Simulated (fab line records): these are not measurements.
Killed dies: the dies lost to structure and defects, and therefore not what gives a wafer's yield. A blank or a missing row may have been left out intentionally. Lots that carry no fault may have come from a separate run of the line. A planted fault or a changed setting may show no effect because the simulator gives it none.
Chamber matching	flow berkeley_cmos170	UCB170_GATE_ETCH_14 on rie_diel-01: 4 sister chambers
The step etches BARC in N2/H2. 8 wafers are shown with their chamber, then 7 later ones without.

== EACH WAFER AND ITS CHAMBER ==
wafer	chamber	throttle_valve_pct (%)	oes_product_au (a.u.)
L740.3	3	13.12	0.963
L746.6	3	13.11	0.958
L753.2	0	13.62	1.016
L756.2	1	13.32	0.987
L756.3	2	13.41	0.996
L756.4	0	13.62	1.006
L758.1	1	13.32	0.983
L758.4	2	13.41	1.002

== WAFERS WHOSE CHAMBER IS MISSING ==
wafer	throttle_valve_pct (%)	oes_product_au (a.u.)
L758.6	13.31	0.984
L761.1	13.11	0.967
L761.2	13.31	0.981
L761.5	13.11	0.977
L762.4	13.32	0.985
L762.5	13.62	1.007
L762.6	13.32	0.976

== CHAMBER TAKEN BY EACH ==
wafer	from the rows above	in truth
L758.6	1	1
L761.1	3	3
L761.2	1	1
L761.5	3	3
L762.4	1	1
L762.5	0	0
L762.6	1	1
7 of 7 placed correctly. Can't be placed from these rows: 0. Placed wrongly: 0.
How it was worked out, from the rows above alone: a wafer's distance from a chamber is the root of the sum, over the readings, of the square of ((its reading less the chamber's mean) divided by the reading's scatter). The wafer belongs to the nearest chamber; if the next one is less than 2 further off, it can't be placed. The mean given for a chamber averages the wafers shown for that chamber. The scatter: take each reading less its chamber's mean, square it, sum over the shown wafers, divide by the number of wafers less the number of chambers, and take the root.
